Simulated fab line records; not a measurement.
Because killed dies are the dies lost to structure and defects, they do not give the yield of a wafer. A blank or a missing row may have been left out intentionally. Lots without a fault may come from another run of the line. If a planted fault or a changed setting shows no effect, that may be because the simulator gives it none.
Which of the tools did it? + flow berkeley-cmos170 + 15 lots with 45 wafers sampled at 5 steps, on a route of 331 steps

WHAT EACH GAUGE READ, for each wafer
UCB170_V1_THK_MEAS_01.
| lot  | measured     | on            | V1_TEOS_THK (nm) |
|------|--------------|---------------|------------------|
| L160 | day 7 09:09  | film-metro-04 | 2007 2032 1993   |
| L161 | day 7 09:07  | film-metro-03 | 2025 2014 2048   |
| L166 | day 8 09:11  | film-metro-03 | 2010 2002 2031   |
| L165 | day 8 09:20  | film-metro-03 | 1996 2024 1995   |
| L168 | day 9 04:29  | film-metro-02 | 1968 1985 2033   |
| L169 | day 10 00:07 | film-metro-04 | 2022 2032 2022   |
| L170 | day 10 00:17 | film-metro-02 | 1988 2016 2065   |
| L173 | day 10 02:58 | film-metro-03 | 1996 2017 2016   |
| L174 | day 10 02:59 | film-metro-02 | 2005 2024 2002   |
| L178 | day 11 05:13 | film-metro-04 | 2005 2026 2041   |
| L175 | day 11 05:31 | film-metro-04 | 2029 1989 2056   |
| L176 | day 11 05:32 | film-metro-03 | 1965 2031 1982   |
| L181 | day 11 14:59 | film-metro-04 | 1974 1993 2026   |
| L180 | day 11 17:34 | film-metro-02 | 1989 1989 2022   |
| L183 | day 11 17:33 | film-metro-03 | 1974 2012 2008   |

UCB170_V2_THK_MEAS_04.
| lot  | measured     | on            | V2_POLISHED_THK (nm) |
|------|--------------|---------------|----------------------|
| L160 | day 7 15:08  | film-metro-02 | 998.4 999.3 999.7    |
| L161 | day 7 14:58  | film-metro-01 | 1000.5 1000.5 999.6  |
| L166 | day 8 15:34  | film-metro-04 | 998.2 998.9 1001.4   |
| L165 | day 8 16:01  | film-metro-01 | 997.2 1000.5 999.3   |
| L168 | day 9 10:25  | film-metro-02 | 999.8 998.8 999.2    |
| L169 | day 10 07:10 | film-metro-01 | 998.7 1000.7 1000.9  |
| L170 | day 10 08:18 | film-metro-02 | 999.0 1000.4 1000.0  |
| L173 | day 10 10:40 | film-metro-02 | 999.6 1001.4 998.9   |
| L174 | day 10 11:12 | film-metro-01 | 999.5 1001.1 1000.0  |
| L178 | day 11 10:49 | film-metro-01 | 973.4 973.8 973.0    |
| L175 | day 11 11:16 | film-metro-01 | 999.9 1000.5 1001.3  |
| L176 | day 11 13:34 | film-metro-04 | 975.0 973.0 973.7    |
| L181 | day 11 23:58 | film-metro-02 | 972.2 973.7 972.2    |
| L180 | day 12 03:28 | film-metro-02 | 1001.4 1000.2 1000.1 |
| L183 | day 12 03:11 | film-metro-02 | 1001.8 1001.6 1000.9 |

WHAT TOOL EACH LOT RAN ON (gives the tool, then ch and the chambers of the sampled wafers, and finally the start)
| lot  | UCB170_V1_CVD_00                | UCB170_V2_CVD_00                | UCB170_V2_CMP_02              |
|------|---------------------------------|---------------------------------|-------------------------------|
| L160 | pecvd-01 ch 1,2, day 7 08:56    | pecvd-02 ch 1,2, day 7 14:26    | cmp-02 ch 0,1, day 7 14:43    |
| L161 | pecvd-04 ch 0,1, day 7 08:56    | pecvd-04 ch 0,1,2, day 7 14:19  | cmp-01 ch 1,2, day 7 14:35    |
| L166 | pecvd-04 ch 0,1, day 8 09:01    | pecvd-04 ch 0,1,2, day 8 14:50  | cmp-02 ch 0,2,3, day 8 15:07  |
| L165 | pecvd-01 ch 0,1,2, day 8 09:11  | pecvd-02 ch 0,1,2, day 8 15:22  | cmp-02 ch 0,2,3, day 8 15:44  |
| L168 | pecvd-01 ch 0,1,2, day 9 04:19  | pecvd-04 ch 1,2, day 9 09:37    | cmp-02 ch 1,2, day 9 10:03    |
| L169 | pecvd-01 ch 0,1,2, day 9 23:58  | pecvd-02 ch 1,2, day 10 06:32   | cmp-01 ch 0,1,2, day 10 06:50 |
| L170 | pecvd-01 ch 0,1,2, day 10 00:07 | pecvd-01 ch 0,1, day 10 07:39   | cmp-02 ch 0,3, day 10 07:55   |
| L173 | pecvd-03 ch 0,1, day 10 02:49   | pecvd-04 ch 0,1, day 10 10:02   | cmp-01 ch 2,3, day 10 10:15   |
| L174 | pecvd-01 ch 0,2, day 10 02:49   | pecvd-02 ch 0,1, day 10 10:34   | cmp-02 ch 1,3, day 10 10:46   |
| L178 | pecvd-04 ch 0,1,2, day 11 05:03 | pecvd-02 ch 0,2, day 11 10:11   | cmp-01 ch 1,2,3, day 11 10:23 |
| L175 | pecvd-04 ch 0,1,2, day 11 05:12 | pecvd-04 ch 0,1,2, day 11 10:38 | cmp-01 ch 1,2,3, day 11 10:54 |
| L176 | pecvd-01 ch 0,1,2, day 11 05:12 | pecvd-02 ch 0,1, day 11 12:56   | cmp-01 ch 1,2,3, day 11 13:14 |
| L181 | pecvd-01 ch 0,2, day 11 14:49   | pecvd-02 ch 0,2, day 11 23:16   | cmp-01 ch 0,1,2, day 11 23:29 |
| L180 | pecvd-01 ch 0,2, day 11 17:24   | pecvd-04 ch 0,1, day 12 02:49   | cmp-02 ch 0,2, day 12 03:05   |
| L183 | pecvd-04 ch 0,1,2, day 11 17:24 | pecvd-01 ch 0,2, day 12 02:33   | cmp-01 ch 1,3, day 12 02:49   |
- UCB170_V1_CVD_00: deposits SiO2 from TEOS/O2, target thk 2000 nm, time 250 s.
- UCB170_V2_CVD_00: deposits SiO2 from TEOS/O2, target thk 2000 nm, time 250 s.
- UCB170_V2_CMP_02: polishes SiO2.

AS READ BY THE TOOLS THEMSELVES (means over the sampled wafers that have a number; for cases with no such wafer, the mark the record gives instead)
UCB170_V1_CVD_00.
| lot  | tool     | heater-power-w (W) |
|------|----------|--------------------|
| L160 | pecvd-01 | 245                |
| L161 | pecvd-04 | 258                |
| L166 | pecvd-04 | 288                |
| L165 | pecvd-01 | 259                |
| L168 | pecvd-01 | 261                |
| L169 | pecvd-01 | 257                |
| L170 | pecvd-01 | 273                |
| L173 | pecvd-03 | 212                |
| L174 | pecvd-01 | 251                |
| L178 | pecvd-04 | 266                |
| L175 | pecvd-04 | 256                |
| L176 | pecvd-01 | 271                |
| L181 | pecvd-01 | 243                |
| L180 | pecvd-01 | 227                |
| L183 | pecvd-04 | 297                |

UCB170_V2_CVD_00.
| lot  | tool     | heater-power-w (W) |
|------|----------|--------------------|
| L160 | pecvd-02 | 219                |
| L161 | pecvd-04 | 247                |
| L166 | pecvd-04 | 269                |
| L165 | pecvd-02 | 218                |
| L168 | pecvd-04 | 280                |
| L169 | pecvd-02 | 211                |
| L170 | pecvd-01 | 280                |
| L173 | pecvd-04 | 317                |
| L174 | pecvd-02 | 296                |
| L178 | pecvd-02 | 234                |
| L175 | pecvd-04 | 269                |
| L176 | pecvd-02 | 292                |
| L181 | pecvd-02 | 243                |
| L180 | pecvd-04 | 253                |
| L183 | pecvd-01 | 241                |

UCB170_V2_CMP_02.
| lot  | tool   | motor-current-A (A) | slurry-filter-dp-kPa (kPa) |
|------|--------|---------------------|----------------------------|
| L160 | cmp-02 | 19.2                | 13.43                      |
| L161 | cmp-01 | 17.2                | 13.51                      |
| L166 | cmp-02 | 16.4                | 13.49                      |
| L165 | cmp-02 | 17.4                | 13.43                      |
| L168 | cmp-02 | 16.7                | 13.54                      |
| L169 | cmp-01 | 16.6                | 13.55                      |
| L170 | cmp-02 | 18.6                | 13.55                      |
| L173 | cmp-01 | 16.7                | 13.42                      |
| L174 | cmp-02 | 16.1                | 13.52                      |
| L178 | cmp-01 | 17.5                | 13.42                      |
| L175 | cmp-01 | 17.1                | 13.69                      |
| L176 | cmp-01 | 17.9                | 13.58                      |
| L181 | cmp-01 | 16.5                | 13.39                      |
| L180 | cmp-02 | 19.3                | 13.58                      |
| L183 | cmp-01 | 18.8                | 13.52                      |

THE ANSWER, worked out from the rows above alone
Rule: the lots themselves supply what counts as usual. The widest of any qualifying gaps counts: lots, ordered by their means at a reading, are off when they make up no more than a third of the lots, leave a main group of 4 or more, and stand apart from it by 3 or more times the standard deviation of that group's means. The tables above print the reading to a certain number of digits; a main group whose means all agree to those digits is not used. A lot without any number at a reading at which 4 lots or more have one is off too. Any other lot the step has rows for is counted as sound. Order of review: gauges by route order, followed by the tools' own readings, for which a lot's mean as printed above is used. The first step at which some lot is off is used, and at that step the reading that is off furthest; a lot without a number counts as furthest.
Off: at UCB170_V2_THK_MEAS_04 (V2_POLISHED_THK), L178, L176, L181. Main group: mean 1000.0 nm, sd 0.67.
If a tool, at a process step before that reading, ran all the lots that are off and no sound lot after the first of them, it fits. Gauges at UCB170_V2_THK_MEAS_04: tried the same way as those tools. One fits: UCB170_V2_CVD_00 on pecvd-02. Its last sound lot is L174 (day 10 10:34), its first lot that is off L178 (day 11 10:11): a fault that began between those two fits.

WHAT THE SIMULATOR HAD PUT IN
Site profile drift: pecvd-02, from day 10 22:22 on, at UCB170_V2_CVD_00. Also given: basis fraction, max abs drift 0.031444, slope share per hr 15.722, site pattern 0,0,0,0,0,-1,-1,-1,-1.
Lots struck among those shown: L178, L176, L181. The rule given above showed the same thing.
